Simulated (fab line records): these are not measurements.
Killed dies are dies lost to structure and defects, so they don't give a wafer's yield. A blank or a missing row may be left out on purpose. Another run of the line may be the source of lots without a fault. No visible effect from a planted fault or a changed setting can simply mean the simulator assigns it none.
A lot that was struck, set against a sound lot    flow rit cmos    17 out of 202 route steps
Sound: the wafers L635.2, L635.3, L635.6. Struck: wafers L650.3, L650.4, L650.6. The cause comes at the end.
Order at every step that has rows: each side's tool, ch and its chambers, its first start. Under that, the readings that differ: sound wafers    struck wafers    difference of the means    sigmas: that difference in standard deviations of wafers without a fault.
alike: words and numbers the same on both sides, and readings whose means are apart by under 2 such deviations; not compared: readings that were withheld, readings missing a value for some wafer, numbers with overlapping values and no deviation given by the record, and bounds like >300 which may hide the same value.
The two part at a step that has a row with sigmas, a row that says differs or no value, or rows on one side only. Numbers that have no deviation but don't overlap get no sigmas and don't part them. A reading that every wafer of one side lacks parts them only if that side has two wafers or more.

first, 4 steps without rows for these wafers: RIT_NWELL_SOFTBAKE_02 (time 60 s); RIT_NWELL_EXPOSE_03 (exposes mask M2, target cd 43900 nm); RIT_NWELL_PEB_04; RIT_NWELL_DEVELOP_05 (develop time 68 s).
RIT_NWELL_OVL_MEAS_06:
  sound: overlay-02 at day 2 17:19; struck: overlay-01 at day 5 21:44
  alike: NWELL_OVL
then, 2 steps without rows for these wafers: RIT_NWELL_HARDBAKE_07 (time 120 s); RIT_NWELL_IMPLANT_08.
RIT_NWELL_STRIP_09: strips in O2, time 180 s.
  sound on plasma asher-02 ch 1, day 2 17:44; struck on plasma asher-04 ch 0,1, day 5 22:16
reading                      sound        struck       difference  sigmas
drypump motor current A (A)  6.4 6.4 6.5  4.9 5.5 4.9  -1.3        -3
  alike: rf refl power W
  not compared: rf hours counter h
RIT_NWELL_TW_MEAS_10:
  sound: film metro-03 at day 2 17:56; struck: film metro-04 at day 5 22:25
  alike: NWELL_TW
then, 3 steps without rows for these wafers: RIT_PWELL_HMDS_00 (prime time 60 s); RIT_PWELL_COAT_01 (resist thk 1300 nm); RIT_PWELL_SOFTBAKE_02 (time 60 s).
RIT_PWELL_EXPOSE_03: exposes mask M3, target cd 43700 nm.
  sound on iline stepper-02 ch 0, day 2 18:34; struck on iline stepper-01 ch 0, day 5 22:56
reading                        sound                 struck             difference  sigmas
model.PWELL.overlay x nm (nm)  0.9536 0.9536 0.9536  240.7 240.7 240.7  +239.7      
  alike: mask
then, 2 steps without rows for these wafers: RIT_PWELL_PEB_04; RIT_PWELL_DEVELOP_05 (develop time 68 s).
RIT_PWELL_OVL_MEAS_06:
  sound: overlay-02 at day 2 18:59; struck: overlay-01 at day 5 23:32
reading         sound        struck             difference  sigmas
PWELL_OVL (nm)  0.4 1.9 1.3  241.3 240.5 241.5  +239.9      +99 or more
  not compared: hold
RIT_M1_PROBE_99:
  the record holds rows for the sound wafers here (prober-02, day 5 02:46) but none for the struck ones

WHERE THEY PART
At RIT_NWELL_STRIP_09 first; at RIT_M1_PROBE_99 last (within this record only).

WHY: whatever the simulator had introduced
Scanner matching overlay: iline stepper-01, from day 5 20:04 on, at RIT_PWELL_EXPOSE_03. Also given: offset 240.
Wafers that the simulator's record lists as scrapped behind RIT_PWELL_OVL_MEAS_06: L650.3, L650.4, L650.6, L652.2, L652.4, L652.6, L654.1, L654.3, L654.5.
